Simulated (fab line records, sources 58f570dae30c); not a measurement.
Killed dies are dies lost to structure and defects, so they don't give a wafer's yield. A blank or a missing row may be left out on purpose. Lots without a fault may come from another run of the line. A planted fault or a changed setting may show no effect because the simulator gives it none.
Split-lot experiment | flow berkeley_cmos170 | 5 lots, 23 wafers read, on a route of 331 steps

THE SPLIT
At UCB170_PSD_EXPOSE_03 (exposes mask PSELECT MOD, target cd 1200 nm), the setting dose_mj was moved away from the recipe's 30 on 8 of the 23 wafers read, by -7.0% to +6.3%. The other wafers ran this setting at the recipe's value.

FROM THE SPLIT TO THE READING: what the file shows between them, 2 steps
- UCB170_PSD_PEB_04
- UCB170_PSD_DEVELOP_05: develop time 45 s

THE READING
cd_nm, in nm, at UCB170_PSD_CD_MEAS_06 (target cd 1200 nm). Fault-free wafers of this fab line usually give 1199.9 nm, standard deviation 1.2 nm.

wafer  | tool, chamber at the split | dose_mj as run | against the recipe | cd_nm, nm | against lot-mates on the recipe
L074.2 | krf_scanner-02, 0          | 27.91          | -7.0%              | 1189.4    | -12.2
L074.3 | krf_scanner-02, 0          | 27.91          | -7.0%              | 1187.8    | -13.9
L074.4 | krf_scanner-02, 0          | 30             | recipe             | 1201.5    | -
L074.5 | krf_scanner-02, 0          | 27.91          | -7.0%              | 1187.6    | -14.1
L074.6 | krf_scanner-02, 0          | 30             | recipe             | 1201.8    | -
L075.1 | krf_scanner-02, 0          | 30             | recipe             | 1200.3    | -
L075.2 | krf_scanner-02, 0          | 31.88          | +6.3%              | 1212.7    | +11.9
L075.3 | krf_scanner-02, 0          | 31.88          | +6.3%              | 1211.3    | +10.5
L075.4 | krf_scanner-02, 0          | 31.88          | +6.3%              | 1210.7    | +9.9
L075.5 | krf_scanner-02, 0          | 30             | recipe             | 1201.3    | -
L077.2 | krf_scanner-01, 0          | 30             | recipe             | 1200.9    | -
L077.3 | krf_scanner-01, 0          | 30             | recipe             | 1199.8    | -
L077.4 | krf_scanner-01, 0          | 27.9           | -7.0%              | 1187.9    | -12.3
L077.5 | krf_scanner-01, 0          | 27.9           | -7.0%              | 1186.9    | -13.3
L077.6 | krf_scanner-01, 0          | 30             | recipe             | 1199.8    | -
L081.1 | krf_scanner-01, 0          | 30             | recipe             | 1199.8    | -
L081.2 | krf_scanner-01, 0          | 30             | recipe             | 1199.4    | -
L081.3 | krf_scanner-01, 0          | 30             | recipe             | 1199.2    | -
L081.5 | krf_scanner-01, 0          | 30             | recipe             | 1198.9    | -
L081.6 | krf_scanner-01, 0          | 30             | recipe             | 1199.7    | -
L082.1 | krf_scanner-01, 0          | 30             | recipe             | 1199.1    | -
L082.2 | krf_scanner-01, 0          | 30             | recipe             | 1199.1    | -
L082.5 | krf_scanner-01, 0          | 30             | recipe             | 1201.4    | -

THE FIT
A straight line over all 23 wafers: cd_nm changes by +1.78 nm for each +1% of dose_mj; r = +0.99; the points scatter about the line by 0.96 nm.
The same after taking each lot's own level away (the mean of its wafers on the recipe; 23 wafers): +1.82 nm for each +1%; r = +0.99; scatter 0.75 nm.
On that fit, the largest move of dose_mj shifts the reading by 13 nm.
The lots' own levels span 1199.40 to 1201.65 nm, that is 1.9 times the standard deviation above.
So the lot-to-lot level changes the slope little: the two slopes agree.
Check: with one of the wafers moved furthest among these (-7.0%) left out of the fit, the line predicts -13 nm for it against its lot-mates. It came out at -12.3 nm against them.

OTHER SPLITS ON THESE WAFERS
These wafers also went through other splits before the reading. Each is held against what the fit with the lots' levels taken away leaves over:
other split on the same wafers       | wafers away from the commonest value | r with cd_nm (lot level and that fit taken away)
UCB170_ZERO_ETCH_06 over_etch_frac   | 8                                    | -0.40
UCB170_NWELL_IMPLANT_14 dose_cm2     | 7                                    | +0.15
UCB170_PWELL_COAT_08 resist_thk_nm   | 7                                    | -0.30
UCB170_PWELL_IMPLANT_15 energy_kev   | 10                                   | -0.06
UCB170_WELLDRIVE_OXIDATION_01 temp_c | 18                                   | +0.00
UCB170_ACTIVE_COAT_08 spin_rpm       | 10                                   | +0.02
UCB170_PVT_IMPLANT_07 energy_kev     | 11                                   | -0.24
UCB170_SPACER_CVD_00 rf_w            | 8                                    | -0.01

THE FILE'S OWN FIT
cd_nm changes by +1.83 nm for each +1% of dose_mj, r = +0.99.
